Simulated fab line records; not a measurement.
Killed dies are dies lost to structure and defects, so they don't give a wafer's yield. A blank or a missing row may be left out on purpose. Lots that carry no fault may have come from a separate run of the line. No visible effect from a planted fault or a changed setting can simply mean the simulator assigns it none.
Which tool did it? / flow berkeley cmos170 / 11 lots (33 wafers sampled), 1 step of a 331-step route

WHAT THE GAUGES READ, wafer by wafer
UCB170_SCREENOX_THK_MEAS_02.
lot=L502; measured=day 7 10:04; on=film metro-02; SCREENOX_OXIDE_THK (nm)=18.58 18.70 18.88
lot=L501; measured=day 7 10:07; on=film metro-02; SCREENOX_OXIDE_THK (nm)=18.41 18.62 18.40
lot=L506; measured=day 8 04:43; on=film metro-01; SCREENOX_OXIDE_THK (nm)=13.99 14.20 13.98
lot=L507; measured=day 8 04:46; on=film metro-01; SCREENOX_OXIDE_THK (nm)=14.11 13.71 14.04
lot=L509; measured=day 8 15:47; on=film metro-03; SCREENOX_OXIDE_THK (nm)=14.45 14.25 14.42
lot=L510; measured=day 9 05:46; on=film metro-01; SCREENOX_OXIDE_THK (nm)=14.15 14.30 14.39
lot=L511; measured=day 9 05:46; on=film metro-03; SCREENOX_OXIDE_THK (nm)=14.29 14.25 14.28
lot=L512; measured=day 9 15:14; on=film metro-01; SCREENOX_OXIDE_THK (nm)=14.19 14.21 14.47
lot=L514; measured=day 9 19:23; on=film metro-01; SCREENOX_OXIDE_THK (nm)=14.31 14.73 14.32
lot=L513; measured=day 9 19:24; on=film metro-03; SCREENOX_OXIDE_THK (nm)=14.45 14.24 14.26
lot=L517; measured=day 10 09:56; on=film metro-03; SCREENOX_OXIDE_THK (nm)=14.20 14.25 14.45

WHICH TOOL RAN EACH LOT (tool, then ch and the chambers of the sampled wafers, then the start)
The record holds no process step before these readings.

THE ANSWER, worked out from the rows above alone
Rule: the lots themselves supply what counts as usual. Put in order of their means at a reading, lots are off if they are a third of the lots or fewer, leave a main group of 4 or more, and stand apart from it by a gap of 3 or more times the standard deviation of the main group's means; of several such gaps the widest counts. A main group whose means are all the same, to the digits that the tables above print for the reading, isn't used. A lot without any number at a reading at which 4 lots or more have one is off too. The other lots that the step has rows for count as sound.
Off: L502, L501, seen at UCB170_SCREENOX_THK_MEAS_02 (SCREENOX_OXIDE_THK). Main group: mean 14.26 nm, sd 0.15.
If a tool, at a process step before that reading, ran all the lots that are off and no sound lot after the first of them, it fits. The gauges at UCB170_SCREENOX_THK_MEAS_02 are tried like those tools. One fits: film metro-02 at UCB170_SCREENOX_THK_MEAS_02. It ran no sound lot before its first lot that is off in this sample, so the start can't be narrowed down.

WHAT THE SIMULATOR HAD INSERTED
Metrology matching offset: film metro-02, from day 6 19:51 on, at UCB170_SCREENOX_THK_MEAS_02. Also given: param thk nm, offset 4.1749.
Lots struck among those shown: L502, L501. Same finding as the rule above.
